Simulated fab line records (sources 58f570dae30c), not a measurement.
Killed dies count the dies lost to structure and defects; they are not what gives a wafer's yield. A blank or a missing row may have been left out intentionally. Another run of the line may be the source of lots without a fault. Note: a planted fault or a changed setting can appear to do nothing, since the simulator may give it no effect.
fab line records	flow berkeley-cmos170
record: lots: 5	wafers: 23
route steps=331 shown START@3 ZERO@13 NWELL@18 PWELL@39 ACTIVE@65 FIELD@90 NVT@111 PVT@120 GATE@125
start-h: the number of hours between the record's first day and the start of the first shown wafer of the lot	wait-h: hours elapsed since this lot's preceding step	" unchanged from the row above	L1.1+2: a single row standing in for several wafers	- no value, or no start given	* or withheld: withheld	< > ~ a bound
route shown NAME@n: names a module that has steps shown in the file, with the first one's number in the route	usual: mean and standard deviation over wafers with no fault	same: alike in all rows	chamber/n: place in a boat	sites: each site's reading	_std_site: the values' standard deviation	_edge_site: inner sites' mean taken away from outer sites' mean	radius-mm: how far each site lies from the wafer's centre	mask NAME#n: copy n	behind: the last tool/chamber to shape the wafer	hold: cause of the lot's hold/its duration in hours/its outcome	device: which transistor (n, p or np) failed to switch	end of line: tests of these same wafers at the route's end	a step given without rows: its recipe and nothing more	killed: the dies lost at the first sort to structure and to defects; this is not the yield of the wafer	map: per-die view of a wafer (x killed, . not killed, _ where there is no die)
set.NAME: setting as actually run; set.NAME@STEP: the setting as run at that earlier step	model.NAME: the simulator's own value behind a step, which no gauge read
one table per step and one row per wafer, for lots whose settings were changed on purpose
== steps ==
step: UCB170_START_OXIDATION_02
recipe: temp-c: 950	ambient: O2	target-thk-a: 200	ox-time-s: 1800
lot.wafer	tool	chamber	start-h	wait-h	set.ox-time-s	model.SiO2_of_START_OXIDATION_02.thk-nm
L075.1	-	-	-	2.0	2039	21.43
L075.2	"	-	"	"	2039	21.33
L075.3	"	-	"	"	2039	21.68
L075.4	"	-	"	"	2039	21.4
L075.5	"	-	"	"	2039	21.56
L076.1	-	-	-	2.7	2047	21.71
L076.3	"	-	"	"	2047	21.81
L076.4	"	-	"	"	2047	21.91
L076.5	"	-	"	"	2047	21.67
L076.6	"	-	"	"	2047	21.83
L078.1	furnace-02	0	32.32	2.2	1800	20.43
L078.3	"	0	"	"	1800	19.96
L078.5	"	0	"	"	1800	20.46
L079.1	-	-	-	0.3	2052	21.83
L079.2	"	-	"	"	2052	21.43
L079.3	"	-	"	"	2052	21.61
L079.5	"	-	"	"	2052	21.47
L079.6	"	-	"	"	2052	21.4
L082.1	-	-	-	2.4	1800	19.93
L082.2	"	-	"	"	1800	20.25
L082.3	"	-	"	"	1800	19.97
L082.4	"	-	"	"	1800	20
L082.6	"	-	"	"	1800	19.89
step: UCB170_START_THK_MEAS_03
recipe: reads: SiO2_of_START_OXIDATION_02
usual: START_OXIDE_THK: 19.9/0.32
lot.wafer	tool	chamber	start-h	wait-h	set.ox-time-s@START_OXIDATION_02	START_OXIDE_THK[nm]
L075.1	film-metro-02	-	-	-	2039	21.5
L075.2	"	-	"	"	2039	21.4
L075.3	"	-	"	"	2039	21.7
L075.4	"	-	"	"	2039	21.4
L075.5	"	-	"	"	2039	21.5
L076.1	film-metro-03	-	-	-	2047	21.7
L076.3	"	-	"	"	2047	21.8
L076.4	"	-	"	"	2047	21.9
L076.5	"	-	"	"	2047	21.7
L076.6	"	-	"	"	2047	21.9
L078.1	film-metro-01	-	33.82	0.0	1800	20.4
L078.3	"	-	"	"	1800	19.9
L078.5	"	-	"	"	1800	20.4
L079.1	film-metro-02	-	-	-	2052	21.8
L079.2	"	-	"	"	2052	21.4
L079.3	"	-	"	"	2052	21.6
L079.5	"	-	"	"	2052	21.5
L079.6	"	-	"	"	2052	21.5
L082.1	film-metro-01	-	-	-	1800	19.9
L082.2	"	-	"	"	1800	20.3
L082.3	"	-	"	"	1800	20.0
L082.4	"	-	"	"	1800	20.0
L082.6	"	-	"	"	1800	20.0
step: UCB170_ZERO_STRIP_07
recipe: chemistry: O2	power-w: 400	pressure-mtorr: 3500	platen-temp-c: withheld	o2-flow-sccm: 400	overash-fraction: 0.5
usual: strip-time-to-endpoint-s: 21.44/0.062
lot.wafer	tool	chamber	start-h	wait-h	set.o2-flow-sccm	strip-time-to-endpoint-s
L075.1	plasma-asher-03	0	25.10	0.0	373	21.63
L075.2	"	1	"	"	373	21.76
L075.3	"	0	"	"	400	21.47
L075.4	"	1	"	"	400	21.45
L075.5	"	1	"	"	373	21.71
L076.1	plasma-asher-03	0	31.45	0.0	400	21.47
L076.3	"	1	"	"	377.4	21.64
L076.4	"	0	"	"	400	21.49
L076.5	"	0	"	"	377.4	21.67
L076.6	"	1	"	"	400	21.50
L078.1	plasma-asher-03	0	38.26	0.0	400	21.44
L078.3	"	0	"	"	400	21.53
L078.5	"	1	"	"	400	21.51
L079.1	plasma-asher-02	0	42.64	0.0	400	21.44
L079.2	"	1	"	"	400	21.48
L079.3	"	1	"	"	400	21.41
L079.5	"	1	"	"	384.6	21.64
L079.6	"	0	"	"	384.6	21.52
L082.1	plasma-asher-03	1	60.83	0.0	400	21.46
L082.2	"	0	"	"	382.5	21.70
L082.3	"	0	"	"	382.5	21.62
L082.4	"	1	"	"	400	21.51
L082.6	"	1	"	"	400	21.43
step: UCB170_NWELL_CVD_04
recipe: material: Si3N4	target-thk-nm: 224	temp-c: 800	precursor: SiH2Cl2/NH3	time-s: 3360	pressure-mtorr: 200	sih2cl2-flow-sccm: 25	nh3-flow-sccm: 75
lot.wafer	tool	chamber	start-h	wait-h	set.sih2cl2-flow-sccm	model.Si3N4_of_NWELL_CVD_04.thk-nm
L075.1	-	-	-	0.0	22.51	216.6
L075.2	"	-	"	"	22.51	217.5
L075.3	"	-	"	"	22.51	217.7
L075.4	"	-	"	"	22.51	217.9
L075.5	"	-	"	"	22.51	218.9
L076.1	-	-	-	0.0	25	227.2
L076.3	"	-	"	"	25	230.5
L076.4	"	-	"	"	25	228
L076.5	"	-	"	"	25	228.1
L076.6	"	-	"	"	25	227.3
L078.1	lpcvd-01	0	45.64	0.0	25	222.7
L078.3	"	0	"	"	25	222.4
L078.5	"	0	"	"	25	223.2
L079.1	-	-	-	0.1	26.85	231.1
L079.2	"	-	"	"	26.85	229.9
L079.3	"	-	"	"	26.85	229.8
L079.5	"	-	"	"	26.85	230.9
L079.6	"	-	"	"	26.85	226.6
L082.1+2	-	-	-	1.2	22.44	216.9
L082.3	"	-	"	"	22.44	218
L082.4	"	-	"	"	22.44	217.5
L082.6	"	-	"	"	22.44	218.8
step: UCB170_PWELL_CVD_05
recipe: material: Si3N4	target-thk-nm: 220	temp-c: 800	precursor: SiH2Cl2/NH3	time-s: 3300	pressure-mtorr: 200	sih2cl2-flow-sccm: 25	nh3-flow-sccm: 75
lot.wafer	tool	chamber	start-h	wait-h	set.pressure-mtorr	model.Si3N4_of_PWELL_CVD_05.thk-nm
L075.1	-	-	-	0.0	190.3	218.1
L075.2	"	-	"	"	190.3	216.7
L075.3	"	-	"	"	190.3	219.8
L075.4	"	-	"	"	190.3	219.2
L075.5	"	-	"	"	190.3	219
L076.1	-	-	-	0.0	229.4	231.5
L076.3	"	-	"	"	229.4	229.7
L076.4	"	-	"	"	229.4	228.6
L076.5	"	-	"	"	229.4	230.5
L076.6	"	-	"	"	229.4	230.6
L078.1	lpcvd-01	0	63.80	0.0	200	219
L078.3	"	0	"	"	200	219.8
L078.5	"	0	"	"	200	218.6
L079.1	-	-	-	1.3	221.5	227.6
L079.2	"	-	"	"	221.5	227.3
L079.3	"	-	"	"	221.5	229.4
L079.5	"	-	"	"	221.5	227.1
L079.6	"	-	"	"	221.5	229.2
L082.1	-	-	-	0.2	200	220.2
L082.2	"	-	"	"	200	217.7
L082.3	"	-	"	"	200	220.7
L082.4	"	-	"	"	200	219.2
L082.6	"	-	"	"	200	220.5
step: UCB170_PWELL_THK_MEAS_06
recipe: reads: Si3N4_of_PWELL_CVD_05
usual: PWELL_NITRIDE_THK: 220.9/1.4
lot.wafer	tool	chamber	start-h	wait-h	set.pressure-mtorr@PWELL_CVD_05	PWELL_NITRIDE_THK[nm]
L075.1	film-metro-04	-	-	-	190.3	218.0
L075.2	"	-	"	"	190.3	216.7
L075.3	"	-	"	"	190.3	219.7
L075.4	"	-	"	"	190.3	219.3
L075.5	"	-	"	"	190.3	218.8
L076.1	film-metro-01	-	-	-	229.4	231.7
L076.3	"	-	"	"	229.4	229.5
L076.4	"	-	"	"	229.4	228.6
L076.5	"	-	"	"	229.4	230.5
L076.6	"	-	"	"	229.4	230.6
L078.1	film-metro-02	-	66.68	0.0	200	219.1
L078.3	"	-	"	"	200	219.8
L078.5	"	-	"	"	200	218.7
L079.1	film-metro-01	-	-	-	221.5	227.6
L079.2	"	-	"	"	221.5	227.4
L079.3	"	-	"	"	221.5	229.5
L079.5	"	-	"	"	221.5	226.9
L079.6	"	-	"	"	221.5	229.0
L082.1	film-metro-02	-	-	-	200	220.4
L082.2	"	-	"	"	200	217.8
L082.3	"	-	"	"	200	220.6
L082.4	"	-	"	"	200	218.9
L082.6	"	-	"	"	200	220.6
step: UCB170_PWELL_HMDS_07
recipe: prime-time-s: 60	prime-temp-c: 100
step: UCB170_PWELL_COAT_08
recipe: resist: KrF	spin-rpm: 1500	resist-thk-nm: 900
step: UCB170_PWELL_DEVELOP_12
recipe: developer: TMAH	develop-time-s: 45	resist: KrF	dev-temp-c: 21
step: UCB170_PWELL_ETCH_14
recipe: chemistry: CH3F/Ar/O2	target: Si3N4	stop-on: SiO2	CH3F_flow_sccm: 20	Ar_flow_sccm: 50	O2_flow_sccm: 7	pressure-mtorr: 50	rf-w: 450	target-depth-a: 2420	over-etch-frac: 0.1	time-s: 151
lot.wafer	tool	chamber	start-h	wait-h	set.pressure-mtorr@PWELL_CVD_05	model.etch.depth-nm
L075.1+2+3	rie-diel-03	0,2,3	51.15	0.0	190.3	-
L075.4	"	1	"	"	190.3	219.2
L075.5	"	3	"	"	190.3	219
L076.1+4+6	rie-diel-03	3,2,0	62.02	0.0	229.4	-
L076.3	"	1	"	"	229.4	229.7
L076.5	"	3	"	"	229.4	230.5
L078.1	rie-diel-03	2	67.61	0.0	200	219
L078.3	"	1	"	"	200	219.8
L078.5	"	0	"	"	200	218.6
L079.1	rie-diel-04	3	71.83	0.0	221.5	227.6
L079.2	"	2	"	"	221.5	227.3
L079.3	"	0	"	"	221.5	229.4
L079.5	"	2	"	"	221.5	227.1
L079.6	"	3	"	"	221.5	229.2
L082.1+3	rie-diel-02	0,1	91.59	0.0	200	-
L082.2	"	3	"	"	200	217.7
L082.4	"	0	"	"	200	219.2
L082.6	"	3	"	"	200	220.5
step: UCB170_ACTIVE_CVD_05
recipe: material: Si3N4	target-thk-nm: 220	temp-c: 800	precursor: SiH2Cl2/NH3	time-s: 3300	pressure-mtorr: 200	sih2cl2-flow-sccm: 25	nh3-flow-sccm: 75
lot.wafer	tool	chamber	start-h	wait-h	set.temp-c	model.Si3N4_of_ACTIVE_CVD_05.thk-nm
L075.1	-	-	-	2.2	791	185.9
L075.2	"	-	"	"	791	186.6
L075.3	"	-	"	"	791	186.4
L075.4	"	-	"	"	791	188.5
L075.5	"	-	"	"	791	186.8
L076.1+6	-	-	-	0.0	808.3	255
L076.3	"	-	"	"	808.3	257.4
L076.4+5	"	-	"	"	808.3	256.9
L078.1	lpcvd-01	0	93.29	1.7	800	216.1
L078.3	"	0	"	"	800	216.3
L078.5	"	0	"	"	800	217.8
L079.1	-	-	-	1.7	786.8	176.1
L079.2	"	-	"	"	786.8	174.7
L079.3	"	-	"	"	786.8	173
L079.5+6	"	-	"	"	786.8	174
L082.1	-	-	-	1.0	806.3	244.9
L082.2	"	-	"	"	806.3	244.7
L082.3	"	-	"	"	806.3	245.3
L082.4	"	-	"	"	806.3	247.1
L082.6	"	-	"	"	806.3	246.8
step: UCB170_ACTIVE_THK_MEAS_06
recipe: reads: Si3N4_of_ACTIVE_CVD_05
usual: ACTIVE_NITRIDE_THK: 220.6/2.3
lot.wafer	tool	chamber	start-h	wait-h	set.temp-c@ACTIVE_CVD_05	ACTIVE_NITRIDE_THK[nm]
L075.1	film-metro-03	-	-	-	791	185.9
L075.2	"	-	"	"	791	186.6
L075.3	"	-	"	"	791	186.3
L075.4	"	-	"	"	791	188.7
L075.5	"	-	"	"	791	186.8
L076.1	film-metro-02	-	-	-	808.3	254.8
L076.3	"	-	"	"	808.3	257.4
L076.4	"	-	"	"	808.3	256.8
L076.5	"	-	"	"	808.3	257.0
L076.6	"	-	"	"	808.3	255.0
L078.1	film-metro-03	-	95.20	0.0	800	216.1
L078.3	"	-	"	"	800	216.2
L078.5	"	-	"	"	800	217.8
L079.1	film-metro-02	-	-	-	786.8	176.2
L079.2	"	-	"	"	786.8	174.7
L079.3	"	-	"	"	786.8	173.0
L079.5	"	-	"	"	786.8	174.1
L079.6	"	-	"	"	786.8	174.0
L082.1	film-metro-01	-	-	-	806.3	244.9
L082.2	"	-	"	"	806.3	244.7
L082.3	"	-	"	"	806.3	245.2
L082.4	"	-	"	"	806.3	246.9
L082.6	"	-	"	"	806.3	246.8
step: UCB170_ACTIVE_SOFTBAKE_09
recipe: resist: KrF	temp-c: 130	time-s: 60
lot.wafer	tool	chamber	start-h	wait-h	set.time-s
L075.1+2+3+4+5	litho-track-01	0	76.75	0.1	60
L076.1+3+4+5+6	litho-track-01	0	88.21	0.1	60
L078.1+3+5	litho-track-03	0	95.56	0.1	60
L079.1+2+3+5+6	litho-track-02	0	95.56	0.1	60
L082.1+2	litho-track-03	0	122.20	0.1	53.62
L082.3+4+6	"	0	"	"	60
step: UCB170_ACTIVE_EXPOSE_10
recipe: mask-id: ACTIVE	target-cd-nm: 1200	na: 0.5	sigma-outer: 0.6	source-shape: conventional	dose-mj: 20
step: UCB170_ACTIVE_PEB_11
recipe: peb-temp-c: 130	peb-time-s: withheld	resist: KrF
step: UCB170_ACTIVE_ETCH_15
recipe: chemistry: CH3F/Ar/O2	target: Si3N4	stop-on: SiO2	CH3F_flow_sccm: 20	Ar_flow_sccm: 50	O2_flow_sccm: 7	pressure-mtorr: 50	rf-w: 450	target-depth-a: 2420	over-etch-frac: 0.1	time-s: 151
usual: oes-product-au: 0.926/0.014
lot.wafer	tool	chamber	start-h	wait-h	set.temp-c@ACTIVE_CVD_05	oes-product-au	model.etch.depth-nm
L075.1	rie-diel-01	0	77.90	0.0	791	0.854	-
L075.2	"	3	"	"	791	0.838	-
L075.3	"	1	"	"	791	0.831	-
L075.4	"	2	"	"	791	0.856	188.5
L075.5	"	2	"	"	791	0.859	186.8
L076.1	rie-diel-04	0	89.26	0.0	808.3	0.970	-
L076.3	"	2	"	"	808.3	0.979	240.8
L076.4	"	3	"	"	808.3	0.960	-
L076.5	"	2	"	"	808.3	0.980	240.7
L076.6	"	3	"	"	808.3	0.973	-
L078.1	rie-diel-04	0	96.38	0.0	800	0.906	216.1
L078.3	"	3	"	"	800	0.902	216.3
L078.5	"	0	"	"	800	0.913	217.8
L079.1	rie-diel-01	0	96.66	0.0	786.8	0.832	176.1
L079.2	"	2	"	"	786.8	0.829	174.7
L079.3	"	3	"	"	786.8	0.808	173
L079.5	"	3	"	"	786.8	0.803	174
L079.6	"	0	"	"	786.8	0.824	174
L082.1	rie-diel-03	2	123.24	0.0	806.3	0.972	-
L082.2	"	0	"	"	806.3	0.966	235.3
L082.3	"	1	"	"	806.3	0.960	-
L082.4	"	3	"	"	806.3	0.973	242.7
L082.6	"	0	"	"	806.3	0.950	232.9
step: UCB170_FIELD_OXIDATION_01
recipe: temp-c: 1000	ambient: H2O	p-h2o-torr: 584.62	target-thk-a: 5583	ox-time-s: 7200
lot.wafer	tool	chamber	start-h	wait-h	set.ox-time-s	model.SiO2_of_FIELD_OXIDATION_01.thk-nm
L075.1	-	-	-	3.3	8078	614.7
L075.2+4	"	-	"	"	8078	610.1
L075.3	"	-	"	"	8078	608.8
L075.5	"	-	"	"	8078	602.3
L076.1	-	-	-	1.1	6703	539
L076.3	"	-	"	"	6703	542.1
L076.4	"	-	"	"	6703	537.8
L076.5	"	-	"	"	6703	539.1
L076.6	"	-	"	"	6703	540.3
L078.1	furnace-02	0	105.01	2.6	7200	576
L078.3	"	0	"	"	7200	569
L078.5	"	0	"	"	7200	568.4
L079.1	-	-	-	2.6	6351	526.5
L079.2	"	-	"	"	6351	528.8
L079.3	"	-	"	"	6351	520.4
L079.5	"	-	"	"	6351	526.2
L079.6	"	-	"	"	6351	530.6
L082.1	-	-	-	2.0	6513	530.8
L082.2	"	-	"	"	6513	525.4
L082.3	"	-	"	"	6513	525.7
L082.4	"	-	"	"	6513	522.7
L082.6	"	-	"	"	6513	533.5
step: UCB170_FIELD_THK_MEAS_02
recipe: reads: SiO2_of_FIELD_OXIDATION_01
usual: FIELD_OXIDE_THK: 569/8.1
lot.wafer	tool	chamber	start-h	wait-h	set.ox-time-s@FIELD_OXIDATION_01	FIELD_OXIDE_THK[nm]
L075.1	film-metro-04	-	-	-	8078	615
L075.2	"	-	"	"	8078	610
L075.3	"	-	"	"	8078	609
L075.4	"	-	"	"	8078	610
L075.5	"	-	"	"	8078	602
L076.1	film-metro-04	-	-	-	6703	539
L076.3	"	-	"	"	6703	542
L076.4	"	-	"	"	6703	537
L076.5	"	-	"	"	6703	539
L076.6	"	-	"	"	6703	540
L078.1	film-metro-02	-	108.01	0.0	7200	576
L078.3	"	-	"	"	7200	569
L078.5	"	-	"	"	7200	568
L079.1	film-metro-01	-	-	-	6351	527
L079.2	"	-	"	"	6351	529
L079.3	"	-	"	"	6351	520
L079.5	"	-	"	"	6351	526
L079.6	"	-	"	"	6351	531
L082.1	film-metro-04	-	-	-	6513	531
L082.2	"	-	"	"	6513	526
L082.3	"	-	"	"	6513	525
L082.4	"	-	"	"	6513	523
L082.6	"	-	"	"	6513	533
step: UCB170_FIELD_ANNEAL_03
recipe: temp-c: 1000	time-s: 1200	ambient: N2
step: UCB170_FIELD_WET_ETCH_04
recipe: chemistry: dHF	dilution: 10:1	target: SiO2	temp-c: 25	time-s: 60
step: UCB170_FIELD_WET_ETCH_05
recipe: chemistry: H3PO4	target: Si3N4	temp-c: 160	time-s: 12600
lot.wafer	tool	chamber	start-h	wait-h	set.ox-time-s@FIELD_OXIDATION_01	model.SiO2_of_FIELD_OXIDATION_01.thk-nm
L075.1	wet-bench-04	0	90.39	0.0	8078	548
L075.2	"	0	"	"	8078	543.5
L075.3	"	0	"	"	8078	542.1
L075.4	"	0	"	"	8078	543.6
L075.5	"	0	"	"	8078	535.7
L076.1	wet-bench-03	3	98.99	0.0	6703	471.7
L076.3	"	3	"	"	6703	474.7
L076.4	"	3	"	"	6703	470.5
L076.5	"	3	"	"	6703	472.1
L076.6	"	3	"	"	6703	473.2
L078.1	wet-bench-03	1	112.49	0.0	7200	509.8
L078.3	"	1	"	"	7200	502.6
L078.5	"	1	"	"	7200	501.9
L079.1	wet-bench-03	0	112.49	0.0	6351	458.3
L079.2	"	0	"	"	6351	460.5
L079.3	"	0	"	"	6351	452.1
L079.5	"	0	"	"	6351	457.8
L079.6	"	0	"	"	6351	462.2
L082.1	wet-bench-04	3	137.08	0.0	6513	462.6
L082.2	"	3	"	"	6513	457.4
L082.3	"	3	"	"	6513	457.5
L082.4	"	3	"	"	6513	454.8
L082.6	"	3	"	"	6513	465.4
step: UCB170_FIELD_WET_ETCH_06
recipe: chemistry: BOE	dilution: 5:1	target: SiO2	temp-c: 25	time-s: 22
step: UCB170_FIELD_THK_MEAS_90
recipe: reads: SiO2_of_FIELD_OXIDATION_01
usual: FIELD_OXIDE_LEFT_1_THK: 451/8.3
lot.wafer	tool	chamber	start-h	wait-h	set.ox-time-s@FIELD_OXIDATION_01	FIELD_OXIDE_LEFT_1_THK[nm]
L075.1	film-metro-02	-	93.91	0.0	8078	498
L075.2	"	-	"	"	8078	493
L075.3	"	-	"	"	8078	492
L075.4	"	-	"	"	8078	494
L075.5	"	-	"	"	8078	485
L076.1	film-metro-01	-	102.51	0.0	6703	422
L076.3	"	-	"	"	6703	424
L076.4	"	-	"	"	6703	420
L076.5	"	-	"	"	6703	421
L076.6	"	-	"	"	6703	423
L078.1	film-metro-04	-	116.33	0.0	7200	459
L078.3	"	-	"	"	7200	452
L078.5	"	-	"	"	7200	451
L079.1	film-metro-01	-	116.33	0.0	6351	409
L079.2	"	-	"	"	6351	411
L079.3	"	-	"	"	6351	403
L079.5	"	-	"	"	6351	408
L079.6	"	-	"	"	6351	413
L082.1	film-metro-02	-	140.67	0.1	6513	413
L082.2	"	-	"	"	6513	407
L082.3	"	-	"	"	6513	408
L082.4	"	-	"	"	6513	405
L082.6	"	-	"	"	6513	415
step: UCB170_NVT_IMPLANT_07
recipe: species: BF2	dose-cm2: 3e+12	energy-kev: 50	tilt-deg: 7
lot.wafer	tool	chamber	start-h	wait-h	set.energy-kev	model.implant.rp-nm	model.implant.drp-nm
L075.1+2+4	implanter-03	0	101.78	0.0	47.09	35.57	17.79
L075.3+5	"	0	"	"	50	37.75	18.57
L076.1+3+4+5+6	implanter-03	0	116.46	0.0	50	36.92	18.57
L078.1+3+5	implanter-01	0	132.28	0.0	50	37.54	18.57
L079.1+6	implanter-02	0	132.30	0.0	52.15	37.76	19.14
L079.2+3+5	"	0	"	"	50	36.22	18.57
L082.1+2+4	implanter-02	0	150.61	0.0	52.26	39.13	19.17
L082.3+6	"	0	"	"	50	37.46	18.57
step: UCB170_PVT_DEVELOP_05
recipe: developer: TMAH	develop-time-s: 45	resist: KrF	dev-temp-c: 21
lot.wafer	tool	chamber	start-h	wait-h	set.dev-temp-c
L075.1+3	litho-track-04	0	-	-	23.49
L075.2+4+5	"	0	"	"	21
L076.1+6	litho-track-03	0	-	-	21
L076.3+4+5	"	0	"	"	19.14
L078.1+3+5	litho-track-03	0	-	-	21
L079.1+2+3+5+6	litho-track-03	0	-	-	21
L082.1+6	litho-track-02	0	-	-	21
L082.2+3+4	"	0	"	"	22.86
step: UCB170_PVT_IMPLANT_07
recipe: species: P	dose-cm2: 2e+12	energy-kev: 30	tilt-deg: 7
step: UCB170_GATE_WET_ETCH_00
recipe: chemistry: dHF	dilution: 25:1	target: SiO2	temp-c: 25	time-s: 200
step: UCB170_FIELD_THK_MEAS_91
recipe: reads: SiO2_of_FIELD_OXIDATION_01
usual: FIELD_OXIDE_LEFT_2_THK: 363/8.1
lot.wafer	tool	chamber	start-h	wait-h	set.ox-time-s@FIELD_OXIDATION_01	FIELD_OXIDE_LEFT_2_THK[nm]
L075.1	film-metro-02	-	104.30	0.0	8078	411
L075.2	"	-	"	"	8078	406
L075.3	"	-	"	"	8078	405
L075.4	"	-	"	"	8078	406
L075.5	"	-	"	"	8078	398
L076.1	film-metro-01	-	118.86	0.0	6703	332
L076.3	"	-	"	"	6703	335
L076.4	"	-	"	"	6703	331
L076.5	"	-	"	"	6703	332
L076.6	"	-	"	"	6703	333
L078.1	film-metro-04	-	134.33	0.0	7200	371
L078.3	"	-	"	"	7200	364
L078.5	"	-	"	"	7200	363
L079.1	film-metro-02	-	134.61	0.0	6351	321
L079.2	"	-	"	"	6351	323
L079.3	"	-	"	"	6351	315
L079.5	"	-	"	"	6351	320
L079.6	"	-	"	"	6351	324
L082.1	film-metro-02	-	153.65	0.0	6513	325
L082.2	"	-	"	"	6513	320
L082.3	"	-	"	"	6513	320
L082.4	"	-	"	"	6513	318
L082.6	"	-	"	"	6513	328
== key ==
split: step: UCB170_START_OXIDATION_02	setting: ox-time-s	stated: 1800	by: lot
response: step: UCB170_START_OXIDATION_02	reading: model.SiO2_of_START_OXIDATION_02.thk-nm	change: +0.109	per: 1%	r: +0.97
response: step: UCB170_START_THK_MEAS_03	reading: START_OXIDE_THK	change: +0.109	per: 1%	r: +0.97
split: step: UCB170_ZERO_STRIP_07	setting: o2-flow-sccm	stated: 400	by: wafer
response: step: UCB170_ZERO_STRIP_07	reading: strip-time-to-endpoint-s	change: *	per: 1%	r: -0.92
split: step: UCB170_NWELL_CVD_04	setting: sih2cl2-flow-sccm	stated: 25	by: lot
response: step: UCB170_NWELL_CVD_04	reading: model.Si3N4_of_NWELL_CVD_04.thk-nm	change: +0.715	per: 1%	r: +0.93
split: step: UCB170_PWELL_CVD_05	setting: pressure-mtorr	stated: 200	by: lot
response: step: UCB170_PWELL_CVD_05	reading: model.Si3N4_of_PWELL_CVD_05.thk-nm	change: +0.656	per: 1%	r: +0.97
response: step: UCB170_PWELL_THK_MEAS_06	reading: PWELL_NITRIDE_THK	change: +0.657	per: 1%	r: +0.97
response: step: UCB170_PWELL_ETCH_14	reading: model.etch.depth-nm	change: +0.687	per: 1%	r: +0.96
split: step: UCB170_ACTIVE_CVD_05	setting: temp-c	stated: 800	by: lot
response: step: UCB170_ACTIVE_CVD_05	reading: model.Si3N4_of_ACTIVE_CVD_05.thk-nm	change: +30.4	per: 1%	r: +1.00
response: step: UCB170_ACTIVE_THK_MEAS_06	reading: ACTIVE_NITRIDE_THK	change: +30.3	per: 1%	r: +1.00
response: step: UCB170_ACTIVE_ETCH_15	reading: oes-product-au	change: +0.0583	per: 1%	r: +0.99
response: step: UCB170_ACTIVE_ETCH_15	reading: model.etch.depth-nm	change: +25.3	per: 1%	r: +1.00
split: step: UCB170_ACTIVE_SOFTBAKE_09	setting: time-s	stated: 60	by: wafer
response none clear
split: step: UCB170_FIELD_OXIDATION_01	setting: ox-time-s	stated: 7200	by: lot
response: step: UCB170_FIELD_OXIDATION_01	reading: model.SiO2_of_FIELD_OXIDATION_01.thk-nm	change: +3.61	per: 1%	r: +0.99
response: step: UCB170_FIELD_THK_MEAS_02	reading: FIELD_OXIDE_THK	change: +3.61	per: 1%	r: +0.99
response: step: UCB170_FIELD_WET_ETCH_05	reading: model.SiO2_of_FIELD_OXIDATION_01.thk-nm	change: +3.68	per: 1%	r: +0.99
response: step: UCB170_FIELD_THK_MEAS_90	reading: FIELD_OXIDE_LEFT_1_THK	change: +3.67	per: 1%	r: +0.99
response: step: UCB170_FIELD_THK_MEAS_91	reading: FIELD_OXIDE_LEFT_2_THK	change: +3.7	per: 1%	r: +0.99
split: step: UCB170_NVT_IMPLANT_07	setting: energy-kev	stated: 50	by: wafer
response: step: UCB170_NVT_IMPLANT_07	reading: model.implant.rp-nm	change: +0.369	per: 1%	r: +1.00
response: step: UCB170_NVT_IMPLANT_07	reading: model.implant.drp-nm	change: +0.134	per: 1%	r: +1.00
split: step: UCB170_PVT_DEVELOP_05	setting: dev-temp-c	stated: 21	by: wafer
response none clear
